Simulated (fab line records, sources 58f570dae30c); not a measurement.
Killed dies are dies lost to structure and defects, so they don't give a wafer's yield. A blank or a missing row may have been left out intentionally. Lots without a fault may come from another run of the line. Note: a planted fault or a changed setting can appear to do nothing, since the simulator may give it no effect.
Which tool is to blame? | flow berkeley_cmos170 | Sampling: 14 lots, 42 wafers, 4 of 331 route steps

== WHAT EACH GAUGE READ, for each wafer ==
UCB170_START_BOW_MEAS_00.
lot  | measured    | on            | INCOMING_BOW (um)
L138 | day 1 10:01 | film_metro-01 | 1 0 5
L139 | day 1 15:01 | film_metro-02 | 1 -4 2
L140 | day 1 20:04 | film_metro-01 | -16 3 9
L141 | day 2 01:00 | film_metro-01 | 0 3 -6
L142 | day 2 06:01 | film_metro-04 | -10 -1 -8
L143 | day 2 11:01 | film_metro-02 | -8 3 -4
L144 | day 2 16:01 | film_metro-01 | 3 -2 -7
L145 | day 2 21:00 | film_metro-02 | -6 -11 5
L146 | day 3 02:00 | film_metro-02 | 4 14 1
L150 | day 3 22:01 | film_metro-01 | -11 -2 -5
L151 | day 4 03:00 | film_metro-02 | 0 -5 3
L156 | day 5 04:02 | film_metro-02 | 6 5 -1
L159 | day 5 19:01 | film_metro-02 | 9 10 -2
L161 | day 6 05:00 | film_metro-04 | -10 9 1

UCB170_M1_CD_MEAS_90: target cd 700 nm.
lot  | measured     | on        | cd_nm (nm)
L138 | day 8 07:44  | cd_sem-02 | 703 705 703
L139 | day 9 01:49  | cd_sem-01 | 702 701 702
L140 | day 9 01:56  | cd_sem-02 | 701 699 702
L141 | day 9 03:43  | cd_sem-02 | 704 702 702
L142 | day 9 03:12  | cd_sem-01 | 698 703 695
L143 | day 10 08:42 | cd_sem-02 | 701 700 698
L144 | day 10 07:08 | cd_sem-02 | 702 695 701
L145 | day 10 09:48 | cd_sem-02 | 697 697 703
L146 | day 10 07:50 | cd_sem-02 | 697 705 695
L150 | day 11 05:57 | cd_sem-01 | 702 701 702
L151 | day 11 21:36 | cd_sem-02 | 702 697 702
L156 | day 12 18:56 | cd_sem-02 | 701 698 699
L159 | day 13 07:54 | cd_sem-01 | 696 701 700
L161 | day 14 03:25 | cd_sem-02 | 694 704 703

UCB170_M3_BOW_MEAS_20.
lot  | measured     | on            | M3_BOW (um)
L138 | day 8 20:55  | film_metro-01 | 36 34 37
L139 | day 9 13:53  | film_metro-04 | 38 32 40
L140 | day 9 16:52  | film_metro-02 | 23 40 46
L141 | day 9 21:36  | film_metro-04 | 34 38 27
L142 | day 9 22:10  | film_metro-04 | 27 38 32
L143 | day 10 23:56 | film_metro-04 | 24 36 29
L144 | day 10 19:22 | film_metro-04 | 39 33 27
L145 | day 10 23:59 | film_metro-01 | 34 27 44
L146 | day 10 23:23 | film_metro-04 | 41 52 39
L150 | day 11 18:33 | film_metro-02 | 24 34 31
L151 | day 12 10:34 | film_metro-04 | 39 33 41
L156 | day 13 07:10 | film_metro-01 | 41 39 33
L159 | day 14 03:29 | film_metro-04 | 46 46 35
L161 | day 14 17:49 | film_metro-04 | 28 46 39

== WHAT TOOL EACH LOT RAN ON (gives the tool, then ch and the chambers of the sampled wafers, and finally the start) ==
lot  | UCB170_NLDD_IMPLANT_08
L138 | implanter-04 ch 0, day 7 06:44
L139 | implanter-04 ch 0, day 8 01:10
L140 | implanter-01 ch 0, day 8 01:27
L141 | implanter-03 ch 0, day 8 01:49
L142 | implanter-01 ch 0, day 8 09:49
L143 | implanter-01 ch 0, day 9 10:40
L144 | implanter-04 ch 0, day 9 10:23
L145 | implanter-04 ch 0, day 9 11:07
L146 | implanter-03 ch 0, day 9 10:52
L150 | implanter-03 ch 0, day 10 08:43
L151 | implanter-03 ch 0, day 10 23:01
L156 | implanter-03 ch 0, day 11 22:03
L159 | implanter-01 ch 0, day 12 10:50
L161 | implanter-04 ch 0, day 13 02:30
- UCB170_NLDD_IMPLANT_08

== WHAT THE TOOLS THEMSELVES READ (means of the sampled wafers that have a number; where no wafer has one, the mark that the record gives instead) ==
UCB170_NLDD_IMPLANT_08.
lot  | tool         | beam_energy_keV | beam_on_s (s) | end_station_pressure_torr (Torr)
L138 | implanter-04 | 29.994          | 10.04         | 5.11e-06
L139 | implanter-04 | 29.998          | 10.06         | 4.75e-06
L140 | implanter-01 | 30.001          | 9.99          | 4.86e-06
L141 | implanter-03 | 29.998          | 9.69          | 5.27e-06
L142 | implanter-01 | 29.996          | 10.14         | 5.06e-06
L143 | implanter-01 | 29.999          | 9.77          | 5.08e-06
L144 | implanter-04 | 29.993          | 9.97          | 5.19e-06
L145 | implanter-04 | 30.003          | 10.05         | 4.82e-06
L146 | implanter-03 | 30.001          | 9.89          | 5.12e-06
L150 | implanter-03 | 30.012          | 10.10         | 5.13e-06
L151 | implanter-03 | 30.466          | 9.79          | 5.21e-06
L156 | implanter-03 | 30.470          | 10.03         | 5.20e-06
L159 | implanter-01 | 30.002          | 10.17         | 4.91e-06
L161 | implanter-04 | 30.004          | 9.94          | 4.92e-06

== THE ANSWER, worked out from the rows above alone ==
Rule: usual is defined by the lots themselves. The widest of any qualifying gaps counts: lots, ordered by their means at a reading, are off when they make up no more than a third of the lots, leave a main group of 4 or more, and stand apart from it by 3 or more times the standard deviation of that group's means. A main group whose means are all the same, to the digits that the tables above print for the reading, isn't used. Also off: a lot with no number at a reading for which 4 or more lots have one. Any other lot the step has rows for is counted as sound. First the gauges in route order, then the tools' own readings, where a lot's mean is used as printed above. The first step at which some lot is off is used, and at that step the reading that is off furthest; a lot without a number counts as furthest.
Off at UCB170_NLDD_IMPLANT_08 (beam_energy_keV): L151, L156. For the main group the mean is 30.000 and the standard deviation 0.0049.
If a tool, at that step or one of the process steps before it, ran each lot that is off and ran no sound lot following the first of them, it fits. One fits: UCB170_NLDD_IMPLANT_08 on implanter-03. Its last sound lot is L150 (day 10 08:43), its first lot that is off L151 (day 10 23:01): a fault that began between those two fits.
The tool's own readings at UCB170_NLDD_IMPLANT_08 bear it out: on the lots that are off they differ by more than 5 times the standard deviation of the sound lots' means. beam_energy_keV reads 30.468 there against 30.000 on the sound lots.

== WHAT THE SIMULATOR PUT IN ==
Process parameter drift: implanter-03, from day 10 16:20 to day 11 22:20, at UCB170_NLDD_IMPLANT_08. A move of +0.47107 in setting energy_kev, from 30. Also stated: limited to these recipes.
Struck lots among those shown: L151, L156. The rule above reached the same finding.
